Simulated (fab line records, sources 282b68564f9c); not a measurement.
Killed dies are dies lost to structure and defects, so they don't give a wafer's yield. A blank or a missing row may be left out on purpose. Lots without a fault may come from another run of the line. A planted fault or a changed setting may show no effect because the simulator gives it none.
Problem report in the 8D (eight disciplines) form, filled by code | flow rit_cmos | the parts of the form that need people (team, actions taken, sign-off) are left out

1. THE PROBLEM
NLDD_TW at RIT_NLDD_TW_MEAS_10 reads a mean of 2699 on 9 wafers of 3 lots; wafers without a fault read 2505 with a standard deviation of 11. That is +18 standard deviations from the usual mean.
First seen on wafer L269.1, day 4 09:30, on film_metro-01. The record holds 45 wafers of 15 lots with a number at this step. Rule for "out", or "out of limits": more than 4 standard deviations from the usual mean. The other wafers with a number count as sound.

2. WHAT IT IS AND WHAT IT IS NOT
question                    | is                           | is not
which readings at this step | NLDD_TW                      | -
which lots                  | L269, L271, L274             | L264, L265, L266, L267, L268, L272, L279, L281, L282, L283, L285, L286
which wafers of those lots  | all that have a number       | -
read on which gauges        | film_metro-01, film_metro-02 | -
when                        | from day 4 09:30             | up to then (15 sound wafers); but 21 sound wafers of L272, L279, L281, L282, L283, L285, L286 came after

3. SUSPECTS, AND WHAT RULES EACH OUT
Counting: a tool at a process step up to the reading stays a suspect if it ran every lot that is out and no sound lot after the first of them.
- the gauge at RIT_NLDD_TW_MEAS_10: ruled out. The wafers that are out were read on 2 gauges (film_metro-01, film_metro-02).
- implanter-04 at RIT_NLDD_IMPLANT_08: ruled out as a lasting fault. Sound lots L286 ran on it after its first lot that is out, L269 (day 4 09:10).
Left after counting: nothing in the record.

4. THE CAUSE (what the simulator had put in)
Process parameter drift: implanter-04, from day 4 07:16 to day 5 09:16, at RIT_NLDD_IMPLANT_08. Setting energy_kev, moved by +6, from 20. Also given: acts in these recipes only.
Counting ruled it out, wrongly: the rule takes a fault to strike every lot that its tool runs from its start on, and this one did not.

5. THE CHAIN OF EFFECTS, in route order
Each row: a reading whose mean over the struck wafers that have a number lies more than 3 standard deviations from the usual. Only readings for which the record gives a usual standard deviation are gone through. hours: the time from each lot's start at the first step in this table that gives one to its start at this step, as a median over the lots. sigmas: the change in usual standard deviations.
hours | step                    | reading         | usual        | on struck wafers | change | sigmas
0     | RIT_NLDD_IMPLANT_08     | beam_energy_keV | 20.001       | 26.002           | +6.001 | +99 or more
0     | RIT_NLDD_TW_MEAS_10     | NLDD_TW         | 2505         | 2699             | +194   | +18
9     | RIT_SDANNEAL_RS_MEAS_07 | NLDD_RS         | 151.6 ohm/sq | 146.9            | -4.7   | -8.3
The process steps in it:
- RIT_NLDD_IMPLANT_08
Later measuring or inspecting steps at which every struck wafer that the step has a row for has a number for every such reading, and none has moved that far: RIT_NSD_OVL_MEAS_06.

6. WHAT WOULD HAVE CAUGHT IT SOONER
In this record the first reading out of limits at a measuring or inspecting step was taken at day 4 09:30, 2 hours after the fault began at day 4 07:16.
The tool's own readings at RIT_NLDD_IMPLANT_08 were out on every struck wafer that the step has a row for (beam_energy_keV): an alarm limit on them would have fired on the first of those.
